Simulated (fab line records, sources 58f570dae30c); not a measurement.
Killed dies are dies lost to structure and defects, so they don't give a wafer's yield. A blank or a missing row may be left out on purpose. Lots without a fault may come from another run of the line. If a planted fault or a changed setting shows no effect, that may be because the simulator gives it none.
Split-lot trial	flow berkeley cmos170	23 wafers read from 5 lots, route of 331 steps

== ON THE SPLIT ==
At UCB170_PWELL_CVD_05 (deposits Si3N4 from SiH2Cl2/NH3, target thk 220 nm, time 3300 s), the setting pressure mtorr was moved away from the recipe's 200 mTorr on 10 of the 23 wafers read, by -7.1% to +7.0%. This setting was run at the recipe's value on the other wafers.

The file shows no step between the split and the reading.

== THE READING ==
At UCB170_PWELL_THK_MEAS_06: PWELL_NITRIDE_THK, given in nm. A value of 218.5 nm with a standard deviation of 1.6 nm is what fault-free wafers of this fab line usually give.

wafer	tool, chamber at the split	pressure mtorr as run, mTorr	against the recipe	PWELL_NITRIDE_THK, nm	against lot-mates on the recipe
L074.1	-, -	200	recipe	216.2	-
L074.2	-, -	200	recipe	217.0	-
L074.3	-, -	200	recipe	217.4	-
L074.4	-, -	200	recipe	217.1	-
L074.6	-, -	200	recipe	217.0	-
L075.1	-, -	213.9	+7.0%	222.5	no lot-mate on the recipe
L075.2	-, -	213.9	+7.0%	224.5	no lot-mate on the recipe
L075.3	-, -	213.9	+7.0%	221.9	no lot-mate on the recipe
L075.4	-, -	213.9	+7.0%	222.4	no lot-mate on the recipe
L075.5	-, -	213.9	+7.0%	222.0	no lot-mate on the recipe
L077.1	-, -	185.9	-7.1%	211.5	no lot-mate on the recipe
L077.2	-, -	185.9	-7.1%	213.4	no lot-mate on the recipe
L077.4	-, -	185.9	-7.1%	212.4	no lot-mate on the recipe
L077.5	-, -	185.9	-7.1%	211.7	no lot-mate on the recipe
L077.6	-, -	185.9	-7.1%	212.8	no lot-mate on the recipe
L082.1	-, -	200	recipe	218.5	-
L082.2	-, -	200	recipe	218.3	-
L082.4	-, -	200	recipe	216.3	-
L082.5	-, -	200	recipe	219.7	-
L082.6	-, -	200	recipe	218.3	-
L083.1	lpcvd-02, 1	200	recipe	215.9	-
L083.2	lpcvd-02, 1	200	recipe	217.5	-
L083.5	lpcvd-02, 1	200	recipe	218.4	-

FIT RESULTS
A straight line over all 23 wafers: PWELL_NITRIDE_THK changes by +0.736 nm for each +1% of pressure mtorr; r = +0.96; the points scatter about the line by 1 nm.
Too few moved wafers have a lot-mate on the recipe to fit a line with each lot's own level taken away.

== THE WHOLE CHAIN: every reading that the file lists as answering this split, in the file's order ==
step	what it does	reading	change (the file's fit)	r (the file's)
UCB170_PWELL_CVD_05	deposits Si3N4 from SiH2Cl2/NH3, target thk 220 nm, time 3300 s	Si3N4_of_PWELL_CVD_05.thk nm (the simulator's own value, which no gauge read)	+0.736 nm for each +1% of the setting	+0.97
UCB170_PWELL_THK_MEAS_06		PWELL_NITRIDE_THK	+0.734 for each +1% of the setting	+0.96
UCB170_PWELL_ETCH_14	etches Si3N4 in CH3F/Ar/O2, stops on SiO2, target depth 242 nm, time 151 s	etch.depth nm (the simulator's own value, which no gauge read)	+0.695 nm for each +1% of the setting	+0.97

== THE FILE'S OWN FIT ==
PWELL_NITRIDE_THK changes by +0.734 nm for each +1% of pressure mtorr, r = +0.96.
